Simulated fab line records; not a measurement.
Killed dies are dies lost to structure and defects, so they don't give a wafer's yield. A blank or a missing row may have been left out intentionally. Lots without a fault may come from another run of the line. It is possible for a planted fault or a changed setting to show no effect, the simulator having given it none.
fab line records	flow berkeley_cmos170	part 1 of 2: steps 1 to 23 of 32
record lots=5	wafers=15	last_day=13
route steps=331 shown CONTACT@219 M1@238
lots untouched by any fault: they come from a run of this same line in which no faults occurred
start_h: the number of hours between the record's first day and the start of the first shown wafer of the lot	wait_h: hours elapsed since this lot's preceding step	" repeats the value in the row above	L1.1+2: a row that stands for several wafers	- no value, or no start was given	* or withheld: withheld	< > ~ a bound
route shown NAME@n: NAME is a module with steps in the file, n the number in the route of the first one	usual: average and standard deviation across the fault-free wafers	same: alike in all rows	chamber/n: place in a boat	sites: readings site by site	_std_site: standard deviation of those values	_edge_site: inner sites' mean taken away from outer sites' mean	radius_mm: for every site, how far away it sits from the centre of the wafer	mask NAME#n: copy n	behind: the last tool/chamber to shape the wafer	hold: the reason the lot was held/the length of the hold in hours/how it ended	device: names the non-switching transistor (n, p or np)	end of line: the tests these same wafers got at the end of their route	a step given without rows: its recipe and nothing more	killed: at the first sort, the dies lost to defects and structure; wafer yield is something else	map: per-die view of a wafer (x killed, . not killed, _ where there is no die)
set.NAME: setting as actually run; set.NAME@STEP: the setting as run at that earlier step	model.NAME: the simulator's own value behind a step, which no gauge read
lots at some steps of the route; a table a step, a row a wafer
services: when a tool's chamber went out of use (start_h, in hours from the record's first day, below 0 if earlier), for how many hours, and the reason
## steps
# step UCB170_CONTACT_HMDS_03
# recipe prime_time_s=60	prime_temp_c=100
# usual exhaust_pa=45.0/0.88
lot.wafer	tool	chamber	start_h	wait_h	exhaust_pa
L076.1	litho_track-04	0	181.87	0.3	45.3
L076.2	"	0	"	"	45.1
L076.5	"	0	"	"	44.9
L078.1	litho_track-03	0	205.92	0.1	44.6
L078.3	"	0	"	"	45.8
L078.4	"	0	"	"	46.5
L083.1	litho_track-04	0	223.50	0.1	45.2
L083.2	"	0	"	"	46.4
L083.4	"	0	"	"	45.4
L093.4	litho_track-03	0	277.67	0.1	44.9
L093.5	"	0	"	"	45.3
L093.6	"	0	"	"	44.2
L094.2	litho_track-03	0	279.58	0.4	45.7
L094.3	"	0	"	"	44.9
L094.6	"	0	"	"	44.5
# step UCB170_CONTACT_COAT_04
# recipe resist=KrF	spin_rpm=1500	resist_thk_nm=900
# usual dispense_pressure_kPa=49.8/0.99	exhaust_pa=45.0/0.89
lot.wafer	tool	chamber	start_h	wait_h	dispense_pressure_kPa	exhaust_pa
L076.1	litho_track-04	0	182.02	0.1	48.6	45.8
L076.2	"	0	"	"	48.6	45.4
L076.5	"	0	"	"	48.6	46.7
L078.1	litho_track-03	0	206.07	0.1	50.6	45.1
L078.3	"	0	"	"	50.6	44.8
L078.4	"	0	"	"	50.6	45.4
L083.1	litho_track-04	0	223.65	0.1	48.7	45.3
L083.2	"	0	"	"	48.6	44.4
L083.4	"	0	"	"	48.6	45.0
L093.4	litho_track-03	0	277.82	0.1	50.6	45.4
L093.5	"	0	"	"	50.6	44.8
L093.6	"	0	"	"	50.6	43.3
L094.2	litho_track-03	0	279.73	0.1	50.6	44.8
L094.3	"	0	"	"	50.6	44.7
L094.6	"	0	"	"	50.6	44.8
# step UCB170_CONTACT_SOFTBAKE_05
# recipe resist=KrF	temp_c=130	time_s=60
# usual exhaust_pa=44.9/0.74
# same time_s=60
lot.wafer	tool	chamber	start_h	wait_h	exhaust_pa
L076.1	litho_track-04	0	182.17	0.1	43.5
L076.2	"	0	"	"	44.9
L076.5	"	0	"	"	44.0
L078.1	litho_track-03	0	206.22	0.1	45.1
L078.3	"	0	"	"	46.3
L078.4	"	0	"	"	43.7
L083.1	litho_track-04	0	223.80	0.1	44.4
L083.2	"	0	"	"	45.7
L083.4	"	0	"	"	47.0
L093.4	litho_track-03	0	277.97	0.1	44.6
L093.5	"	0	"	"	45.0
L093.6	"	0	"	"	44.1
L094.2	litho_track-03	0	279.88	0.1	45.2
L094.3	"	0	"	"	45.9
L094.6	"	0	"	"	45.5
# step UCB170_CONTACT_STRIP_06
# recipe chemistry=O2	power_w=400	pressure_mtorr=3500	platen_temp_c=withheld	o2_flow_sccm=400	overash_fraction=0.5
# usual drypump_motor_current_A=5.7/0.5	oes_product_au=0.734/0.0048	strip_time_to_endpoint_s=21.95/0.061
lot.wafer	tool	chamber	start_h	wait_h	drypump_motor_current_A	oes_product_au	rf_hours_counter_h	strip_time_to_endpoint_s
L076.1	plasma_asher-04	1	182.32	0.1	5.5	0.731	7	22.07
L076.2	"	0	"	"	5.6	0.731	7	22.03
L076.5	"	1	"	"	5.4	0.737	-	21.95
L078.1	plasma_asher-02	1	206.42	0.2	6.4	0.719	48	21.96
L078.3	"	0	"	"	5.1	0.738	-	22.01
L078.4	"	1	"	"	6.4	0.728	-	21.94
L083.1	plasma_asher-02	0	223.95	0.1	5.1	0.738	50	21.83
L083.2	"	1	"	"	6.4	0.740	50	21.91
L083.4	"	0	"	"	5.1	0.743	-	21.88
L093.4	plasma_asher-04	0	278.08	0.1	5.6	0.740	-	22.04
L093.5	"	1	"	"	5.4	0.736	-	21.89
L093.6	"	0	"	"	5.6	0.735	-	21.91
L094.2	plasma_asher-04	1	280.01	0.1	5.4	0.735	17	21.93
L094.3	"	0	"	"	5.5	0.734	-	21.98
L094.6	"	0	"	"	5.6	0.744	-	21.98
# step UCB170_CONTACT_CLEAN_07
# recipe chemistry=SPM	temp_c=120	time_s=600
# same time_s=600
lot.wafer	tool	chamber	start_h	wait_h
L076.1+2+5	wet_bench-04	2	182.42	0.1
L078.1+3+4	wet_bench-04	3	206.56	0.1
L083.1+2+4	wet_bench-02	1	224.11	0.1
L093.4+5+6	wet_bench-04	3	278.15	0.0
L094.2+3+6	wet_bench-04	2	280.11	0.1
# step UCB170_CONTACT_RTA_08
# recipe temp_c=900	time_s=10	ambient=N2
# usual lamp_power_pct=23.1/1.2	wafer_temp_C_max=903.2/0.93
# same time_s=10
lot.wafer	tool	chamber	start_h	wait_h	lamp_power_pct	wafer_temp_C_max
L076.1	rtp_anneal-02	0	182.60	0.0	22.0	902.0
L076.2	"	0	"	"	22.0	902.8
L076.5	"	0	"	"	22.0	902.1
L078.1	rtp_anneal-02	0	206.75	0.0	22.0	902.8
L078.3	"	0	"	"	22.0	902.9
L078.4	"	0	"	"	21.9	902.7
L083.1	rtp_anneal-01	0	224.28	0.0	24.4	904.5
L083.2	"	0	"	"	24.4	904.4
L083.4	"	0	"	"	24.4	904.6
L093.4	rtp_anneal-01	0	278.36	0.0	24.4	904.7
L093.5	"	0	"	"	24.4	904.2
L093.6	"	0	"	"	24.4	903.6
L094.2	rtp_anneal-02	0	280.30	0.0	22.0	902.7
L094.3	"	0	"	"	22.0	902.4
L094.6	"	0	"	"	22.0	902.5
# step UCB170_CONTACT_COAT_09
# recipe resist=BARC	temp_c=withheld	time_s=withheld	spin_rpm=3000	resist_thk_nm=withheld
# usual dispense_pressure_kPa=49.9/1	exhaust_pa=45.2/0.77
lot.wafer	tool	chamber	start_h	wait_h	dispense_pressure_kPa	exhaust_pa
L076.1	litho_track-02	0	182.79	0.2	50.8	45.2
L076.2	"	0	"	"	50.8	44.7
L076.5	"	0	"	"	50.8	46.8
L078.1	litho_track-03	0	206.81	0.1	50.7	45.7
L078.3	"	0	"	"	50.7	45.4
L078.4	"	0	"	"	50.7	44.4
L083.1	litho_track-03	0	224.39	0.1	50.7	43.6
L083.2	"	0	"	"	50.7	45.1
L083.4	"	0	"	"	50.7	44.5
L093.4	litho_track-04	0	278.46	0.1	48.7	45.4
L093.5	"	0	"	"	48.6	45.5
L093.6	"	0	"	"	48.6	45.2
L094.2	litho_track-03	0	280.93	0.6	50.7	44.8
L094.3	"	0	"	"	50.7	45.3
L094.6	"	0	"	"	50.7	44.7
# step UCB170_CONTACT_COAT_10
# recipe resist=KrF	spin_rpm=1500	resist_thk_nm=900
# usual dispense_pressure_kPa=49.9/0.97	exhaust_pa=44.9/0.9
lot.wafer	tool	chamber	start_h	wait_h	dispense_pressure_kPa	exhaust_pa
L076.1	litho_track-02	0	-	-	50.7	46.1
L076.2	"	0	"	"	50.7	45.6
L076.5	"	0	"	"	50.8	44.8
L078.1	litho_track-03	0	-	-	50.6	44.6
L078.3	"	0	"	"	50.6	44.3
L078.4	"	0	"	"	50.6	43.8
L083.1	litho_track-03	0	-	-	50.6	43.9
L083.2	"	0	"	"	50.6	43.5
L083.4	"	0	"	"	50.6	43.5
L093.4	litho_track-04	0	-	-	48.6	45.8
L093.5	"	0	"	"	48.7	46.4
L093.6	"	0	"	"	48.7	45.8
L094.2	litho_track-03	0	-	-	50.6	43.5
L094.3	"	0	"	"	50.5	44.2
L094.6	"	0	"	"	50.6	44.8
# step UCB170_CONTACT_SOFTBAKE_11
# recipe resist=KrF	temp_c=130	time_s=60
# usual exhaust_pa=45.0/0.91
# same time_s=60
lot.wafer	tool	chamber	start_h	wait_h	exhaust_pa
L076.1	litho_track-02	0	-	-	44.9
L076.2	"	0	"	"	45.0
L076.5	"	0	"	"	43.0
L078.1	litho_track-03	0	-	-	44.5
L078.3	"	0	"	"	45.7
L078.4	"	0	"	"	44.7
L083.1	litho_track-03	0	-	-	45.5
L083.2	"	0	"	"	44.7
L083.4	"	0	"	"	44.2
L093.4	litho_track-04	0	-	-	44.1
L093.5	"	0	"	"	45.5
L093.6	"	0	"	"	46.1
L094.2	litho_track-03	0	-	-	43.8
L094.3	"	0	"	"	43.9
L094.6	"	0	"	"	42.5
# step UCB170_CONTACT_EXPOSE_12
# recipe mask_id=CONT	target_cd_nm=700	na=0.5	sigma_outer=0.6	source_shape=conventional	dose_mj=35
# usual focus_offset_nm=0.0/0.54	reticle_temp_C=23.00/0.1
lot.wafer	tool	chamber	start_h	wait_h	mask	focus_offset_nm	reticle_temp_C
L076.1	krf_scanner-01	0	183.36	-	CONT#0	0.3	23.01
L076.2	"	0	"	"	CONT#0	0.3	23.09
L076.5	"	0	"	"	CONT#0	0.6	23.07
L078.1	krf_scanner-01	0	207.26	-	CONT#0	0.1	22.82
L078.3	"	0	"	"	CONT#0	0.3	22.87
L078.4	"	0	"	"	CONT#0	-0.2	22.83
L083.1	krf_scanner-01	0	225.07	-	CONT#0	0.3	22.84
L083.2	"	0	"	"	CONT#0	0.3	23.02
L083.4	"	0	"	"	CONT#0	1.1	22.96
L093.4	krf_scanner-02	0	279.02	-	CONT#0	-0.6	23.02
L093.5	"	0	"	"	CONT#0	0.0	23.00
L093.6	"	0	"	"	CONT#0	-0.8	22.99
L094.2	krf_scanner-02	0	281.38	-	CONT#0	0.3	23.04
L094.3	"	0	"	"	CONT#0	1.2	22.96
L094.6	"	0	"	"	CONT#0	0.1	22.88
# step UCB170_CONTACT_PEB_13
# recipe peb_temp_c=130	peb_time_s=withheld	resist=KrF
# usual exhaust_pa=44.8/0.89
lot.wafer	tool	chamber	start_h	wait_h	exhaust_pa
L076.1	litho_track-02	0	183.69	0.3	44.9
L076.2	"	0	"	"	45.1
L076.5	"	0	"	"	45.7
L078.1	litho_track-03	0	207.38	0.1	45.4
L078.3	"	0	"	"	45.1
L078.4	"	0	"	"	45.7
L083.1	litho_track-02	0	225.52	0.4	44.8
L083.2	"	0	"	"	44.9
L083.4	"	0	"	"	46.2
L093.4	litho_track-04	0	279.16	0.1	45.7
L093.5	"	0	"	"	44.3
L093.6	"	0	"	"	44.4
L094.2	litho_track-04	0	282.01	0.6	45.0
L094.3	"	0	"	"	44.4
L094.6	"	0	"	"	45.4
# step UCB170_CONTACT_DEVELOP_14
# recipe developer=TMAH	develop_time_s=45	resist=KrF	dev_temp_c=21
# usual exhaust_pa=44.8/0.8
lot.wafer	tool	chamber	start_h	wait_h	exhaust_pa
L076.1	litho_track-02	0	-	-	44.4
L076.2	"	0	"	"	45.7
L076.5	"	0	"	"	44.9
L078.1	litho_track-03	0	-	-	45.6
L078.3	"	0	"	"	44.2
L078.4	"	0	"	"	44.9
L083.1	litho_track-02	0	-	-	43.6
L083.2	"	0	"	"	44.1
L083.4	"	0	"	"	44.8
L093.4	litho_track-04	0	-	-	45.1
L093.5	"	0	"	"	44.1
L093.6	"	0	"	"	44.9
L094.2	litho_track-04	0	-	-	45.2
L094.3	"	0	"	"	45.4
L094.6	"	0	"	"	44.7
# step UCB170_CONTACT_CD_MEAS_15
# recipe target_cd_nm=700
# usual cd_nm=700.2/1.4
lot.wafer	tool	chamber	start_h	wait_h	cd_nm
L076.1	cd_sem-02	-	183.96	-	701.0
L076.2	"	-	"	"	700.9
L076.5	"	-	"	"	700.7
L078.1	cd_sem-02	-	207.65	-	699.3
L078.3	"	-	"	"	699.2
L078.4	"	-	"	"	699.6
L083.1	cd_sem-02	-	225.85	-	698.8
L083.2	"	-	"	"	698.8
L083.4	"	-	"	"	699.3
L093.4	cd_sem-02	-	279.42	-	698.5
L093.5	"	-	"	"	698.4
L093.6	"	-	"	"	699.7
L094.2	cd_sem-01	-	282.49	-	700.3
L094.3	"	-	"	"	697.7
L094.6	"	-	"	"	698.8
# step UCB170_CONTACT_OVL_MEAS_16
# usual CONTACT_OVL=-3/5.4
lot.wafer	tool	chamber	start_h	wait_h	CONTACT_OVL[nm]
L076.1	overlay-02	-	184.08	0.1	1
L076.2	"	-	"	"	1
L076.5	"	-	"	"	0
L078.1	overlay-02	-	207.77	0.1	-7
L078.3	"	-	"	"	-9
L078.4	"	-	"	"	0
L083.1	overlay-01	-	225.97	0.1	-14
L083.2	"	-	"	"	-6
L083.4	"	-	"	"	-7
L093.4	overlay-02	-	279.49	0.1	4
L093.5	"	-	"	"	0
L093.6	"	-	"	"	5
L094.2	overlay-01	-	282.60	0.1	-6
L094.3	"	-	"	"	-2
L094.6	"	-	"	"	-5
# step UCB170_CONTACT_ETCH_17
# recipe chemistry=N2/H2	target_depth_a=withheld	overetch_a=withheld	target=BARC	time_s=withheld	source_w=500	bias_w=100	pressure_mtorr=30	n2_flow_sccm=100	h2_flow_sccm=200
# usual bias_w=99.97/0.28	drypump_motor_current_A=5.9/0.47	h2_flow_sccm=200.0/0.59	oes_product_au=0.996/0.016	throttle_valve_pct=13.30/0.18
lot.wafer	tool	chamber	start_h	wait_h	bias_w	drypump_motor_current_A	h2_flow_sccm	oes_product_au	throttle_valve_pct
L076.1	rie_diel-04	3	184.12	0.0	100.18	5.6	199.8	0.989	13.56
L076.2	"	2	"	"	100.41	6.6	199.5	0.989	13.37
L076.5	"	3	"	"	99.97	5.6	199.7	0.993	13.55
L078.1	rie_diel-04	2	207.81	0.0	100.27	6.6	200.3	0.985	13.36
L078.3	"	1	"	"	100.01	5.8	200.0	0.999	13.53
L078.4	"	3	"	"	100.38	5.6	200.6	0.994	13.56
L083.1	rie_diel-04	1	226.01	0.0	100.09	5.8	199.2	1.003	13.54
L083.2	"	2	"	"	100.22	6.6	199.7	0.987	13.37
L083.4	"	3	"	"	100.09	5.6	199.8	0.997	13.55
L093.4	rie_diel-04	2	279.51	0.0	100.03	6.6	200.1	0.983	13.38
L093.5	"	0	"	"	100.15	5.0	200.5	1.002	13.33
L093.6	"	3	"	"	99.53	5.6	200.2	0.990	13.56
L094.2	rie_diel-02	2	282.63	0.0	99.68	5.9	200.6	0.993	12.90
L094.3	"	1	"	"	99.90	6.2	199.0	1.013	13.16
L094.6	"	0	"	"	100.24	6.3	200.2	1.002	13.18
# step UCB170_CONTACT_ETCH_18
# recipe chemistry=CHF3/CF4/Ar	target=PSG	stop_on=TiSi2	CHF3_flow_sccm=45	cf4_flow_sccm=15	Ar_flow_sccm=150	pressure_mtorr=200	rf_w=700	target_depth_a=8400	over_etch_frac=0.2	time_s=195
# usual drypump_motor_current_A=5.9/0.47	oes_product_au=0.897/0.014	throttle_valve_pct=6.91/0.12
# same time_s=195
lot.wafer	tool	chamber	start_h	wait_h	drypump_motor_current_A	oes_product_au	rf_hours_counter_h	throttle_valve_pct
L076.1	rie_diel-04	3	-	-	5.6	0.893	2	7.08
L076.2	"	2	"	"	6.6	0.888	4	6.96
L076.5	"	3	"	"	5.6	0.878	-	7.08
L078.1	rie_diel-04	2	-	-	6.6	0.894	5	6.95
L078.3	"	1	"	"	5.8	0.893	117	7.09
L078.4	"	3	"	"	5.6	0.876	4	7.08
L083.1	rie_diel-04	1	-	-	5.7	0.882	118	7.09
L083.2	"	2	"	"	6.6	0.887	6	6.95
L083.4	"	3	"	"	5.6	0.875	5	7.08
L093.4	rie_diel-04	2	-	-	6.6	0.887	8	6.95
L093.5	"	0	"	"	5.0	0.910	-	6.91
L093.6	"	3	"	"	5.6	0.880	-	7.09
L094.2	rie_diel-02	2	-	-	5.9	0.898	132	6.65
L094.3	"	1	"	"	6.2	0.910	50	6.82
L094.6	"	0	"	"	6.3	0.909	-	6.82
# step UCB170_CONTACT_STRIP_19
# recipe chemistry=O2	power_w=400	pressure_mtorr=3500	platen_temp_c=withheld	o2_flow_sccm=400	overash_fraction=0.5
# usual drypump_motor_current_A=5.7/0.52	oes_product_au=0.724/0.0044
lot.wafer	tool	chamber	start_h	wait_h	drypump_motor_current_A	oes_product_au	rf_hours_counter_h
L076.1	plasma_asher-04	1	184.29	-	5.5	0.727	7
L076.2	"	0	"	"	5.6	0.730	7
L076.5	"	0	"	"	5.6	0.724	-
L078.1	plasma_asher-04	1	207.98	-	5.5	0.721	10
L078.3	"	1	"	"	5.5	0.728	-
L078.4	"	0	"	"	5.6	0.724	-
L083.1	plasma_asher-04	0	226.17	-	5.6	0.722	12
L083.2	"	1	"	"	5.5	0.713	12
L083.4	"	1	"	"	5.5	0.723	-
L093.4	plasma_asher-03	0	279.71	-	6.6	0.724	-
L093.5	"	1	"	"	5.7	0.726	-
L093.6	"	0	"	"	6.6	0.717	-
L094.2	plasma_asher-02	1	282.80	-	6.4	0.726	56
L094.3	"	0	"	"	5.1	0.718	-
L094.6	"	1	"	"	6.4	0.720	-
# step UCB170_CONTACT_CD_MEAS_90
# recipe target_cd_nm=700
# usual cd_nm=700.2/1.5
lot.wafer	tool	chamber	start_h	wait_h	cd_nm
L076.1	cd_sem-02	-	184.39	0.1	701.3
L076.2	"	-	"	"	700.3
L076.5	"	-	"	"	701.0
L078.1	cd_sem-01	-	208.08	0.1	698.6
L078.3	"	-	"	"	698.8
L078.4	"	-	"	"	700.1
L083.1	cd_sem-02	-	226.36	0.2	698.6
L083.2	"	-	"	"	697.7
L083.4	"	-	"	"	698.4
L093.4	cd_sem-02	-	279.84	0.1	697.3
L093.5	"	-	"	"	699.3
L093.6	"	-	"	"	700.6
L094.2	cd_sem-01	-	283.09	0.3	701.1
L094.3	"	-	"	"	697.9
L094.6	"	-	"	"	699.1
# step UCB170_CONTACT_CLEAN_20
# recipe chemistry=SPM	temp_c=120	time_s=600
# same time_s=600
lot.wafer	tool	chamber	start_h	wait_h
L076.1+2+5	wet_bench-01	0	184.51	0.1
L078.1+3+4	wet_bench-02	2	208.20	0.1
L083.1+2+4	wet_bench-02	1	226.48	0.1
L093.4+5+6	wet_bench-04	0	279.92	0.1
L094.2+3+6	wet_bench-04	2	283.25	0.1
# step UCB170_M1_SPUTTER_00
# recipe material=Al	target_thk_nm=600	time_s=80	power_w=5856	chamber_pressure_pa=0.5
# usual throttle_valve_pct=30.1/1.1
# same time_s=80
lot.wafer	tool	chamber	start_h	wait_h	throttle_valve_pct
L076.1	pvd_sputter-02	-	184.68	0.0	32.0
L076.2	"	-	"	"	28.1
L076.5	"	-	"	"	31.9
L078.1	pvd_sputter-01	-	208.37	0.0	30.3
L078.3	"	-	"	"	29.8
L078.4	"	-	"	"	29.3
L083.1	pvd_sputter-03	-	226.65	0.0	31.4
L083.2	"	-	"	"	28.7
L083.4	"	-	"	"	30.5
L093.4	pvd_sputter-02	-	280.09	0.0	32.0
L093.5	"	-	"	"	29.9
L093.6	"	-	"	"	31.9
L094.2	pvd_sputter-02	-	283.42	0.0	29.3
L094.3	"	-	"	"	28.7
L094.6	"	-	"	"	28.3
# step UCB170_M1_RS_MEAS_01
# recipe thk_meas_gauge=four-point-probe	reads=Al_of_M1_SPUTTER_00
# usual M1_AL_RS=0.0496/0.0004
lot.wafer	tool	chamber	start_h	wait_h	M1_AL_RS[ohm/sq]
L076.1	film_metro-02	-	184.75	0.0	0.0494
L076.2	"	-	"	"	0.0501
L076.5	"	-	"	"	0.0499
L078.1	film_metro-01	-	208.43	0.0	0.0494
L078.3	"	-	"	"	0.0496
L078.4	"	-	"	"	0.0494
L083.1	film_metro-01	-	226.71	0.0	0.0493
L083.2	"	-	"	"	0.0493
L083.4	"	-	"	"	0.0489
L093.4	film_metro-02	-	280.22	0.1	0.0500
L093.5	"	-	"	"	0.0501
L093.6	"	-	"	"	0.0500
L094.2	film_metro-01	-	283.50	0.1	0.0495
L094.3	"	-	"	"	0.0489
L094.6	"	-	"	"	0.0492
# step UCB170_M1_THK_MEAS_02
# recipe thk_meas_gauge=xrf	reads=Al_of_M1_SPUTTER_00
# usual M1_AL_THK=592/4.6
lot.wafer	tool	chamber	start_h	wait_h	M1_AL_THK[nm]
L076.1	film_metro-02	-	184.87	0.1	593
L076.2	"	-	"	"	588
L076.5	"	-	"	"	591
L078.1	film_metro-01	-	208.55	0.1	597
L078.3	"	-	"	"	592
L078.4	"	-	"	"	598
L083.1	film_metro-01	-	226.83	0.1	593
L083.2	"	-	"	"	593
L083.4	"	-	"	"	599
L093.4	film_metro-02	-	280.31	0.1	597
L093.5	"	-	"	"	592
L093.6	"	-	"	"	590
L094.2	film_metro-01	-	283.61	0.1	592
L094.3	"	-	"	"	599
L094.6	"	-	"	"	596
# step UCB170_M1_COAT_03
# recipe resist=BARC	temp_c=withheld	time_s=withheld	spin_rpm=3000	resist_thk_nm=withheld
# usual dispense_pressure_kPa=51.0/0.35	exhaust_pa=45.0/0.8
lot.wafer	tool	chamber	start_h	wait_h	dispense_pressure_kPa	exhaust_pa
L076.1	litho_track-01	0	184.96	0.1	51.4	45.6
L076.2	"	0	"	"	51.4	44.3
L076.5	"	0	"	"	51.4	45.7
L078.1	litho_track-03	0	208.61	0.1	50.7	45.3
L078.3	"	0	"	"	50.7	44.3
L078.4	"	0	"	"	50.7	44.2
L083.1	litho_track-01	0	227.17	0.3	51.4	45.7
L083.2	"	0	"	"	51.4	45.2
L083.4	"	0	"	"	51.4	45.0
L093.4	litho_track-01	0	280.46	0.1	51.5	45.7
L093.5	"	0	"	"	51.5	45.8
L093.6	"	0	"	"	51.5	45.7
L094.2	litho_track-01	0	283.69	0.1	51.5	44.9
L094.3	"	0	"	"	51.4	45.1
L094.6	"	0	"	"	51.4	45.6
